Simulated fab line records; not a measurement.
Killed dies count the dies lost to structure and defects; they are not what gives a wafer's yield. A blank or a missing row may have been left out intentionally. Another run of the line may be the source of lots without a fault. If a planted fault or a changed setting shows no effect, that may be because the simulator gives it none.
Struck lot and sound lot, side by side -- flow berkeley cmos170 -- 14 steps out of a route of 331
Sound: these wafers, L844.2, L844.3, L844.6. Wafers struck: L846.3, L846.5, L846.6. At the end, the cause is stated.
For every step that has rows: the tool of each side, followed by ch and its chambers, followed by its first start. Under that, the readings that differ: sound wafers -- struck wafers -- difference of the means -- sigmas: that difference in standard deviations of wafers without a fault.
alike: a reading whose means differ by less than 2 such deviations, as well as words and numbers matching on both sides. not compared: withheld readings; readings where some wafer has no value; bounds like >300 that might hide an equal value; numbers whose values overlap and for which the record gives no deviation.
The two part at a step that has a row with sigmas, a row that says differs or no value, or rows on one side only. When numbers do not overlap yet have no deviation, they are printed without sigmas and do not part them. A reading missing from all wafers of one side parts the sides only when that side holds two or more wafers.

first, 4 steps without rows for these wafers: UCB170_WELLDRIVE_WET_ETCH_04 (etches SiO2 in BOE, time 120 s); UCB170_ACTIVE_CLEAN_00 (cleans in SPM, time 600 s); UCB170_ACTIVE_CLEAN_01 (cleans in dHF, time 60 s); UCB170_ACTIVE_OXIDATION_02 (target thk 26.4 nm, ox time 1260 s).
UCB170_ACTIVE_THK_MEAS_03:
  sound on film metro-02 at day 6 15:16; struck on film metro-02 at day 7 02:23
  alike: ACTIVE_OXIDE_THK
then, 2 steps without rows for these wafers: UCB170_ACTIVE_ANNEAL_04 (time 900 s); UCB170_ACTIVE_CVD_05 (deposits Si3N4 from SiH2Cl2/NH3, target thk 220 nm, time 3300 s).
UCB170_ACTIVE_THK_MEAS_06:
  sound on film metro-02 at day 6 22:36; struck on film metro-04 at day 7 09:26
  alike: ACTIVE_NITRIDE_THK
then, 4 steps without rows for these wafers: UCB170_ACTIVE_HMDS_07 (prime time 60 s); UCB170_ACTIVE_COAT_08 (resist thk 900 nm); UCB170_ACTIVE_SOFTBAKE_09 (time 60 s); UCB170_ACTIVE_EXPOSE_10 (exposes mask ACTIVE, target cd 1200 nm).
UCB170_ACTIVE_PEB_11:
  struck on litho track-01, day 7 10:28; sound on litho track-01 ch 0, day 6 23:54
  no value came back on the struck wafers for chill plate temp C (C), exhaust pa (Pa), heater power total W (W); on the sound wafers chill plate temp C (C) reads 22.99 22.88 23.04
then, 1 step without rows for these wafers: UCB170_ACTIVE_DEVELOP_12 (develop time 45 s).

== WHERE THEY PART ==
UCB170_ACTIVE_PEB_11 only, going by this record.

WHY: whatever the simulator had introduced
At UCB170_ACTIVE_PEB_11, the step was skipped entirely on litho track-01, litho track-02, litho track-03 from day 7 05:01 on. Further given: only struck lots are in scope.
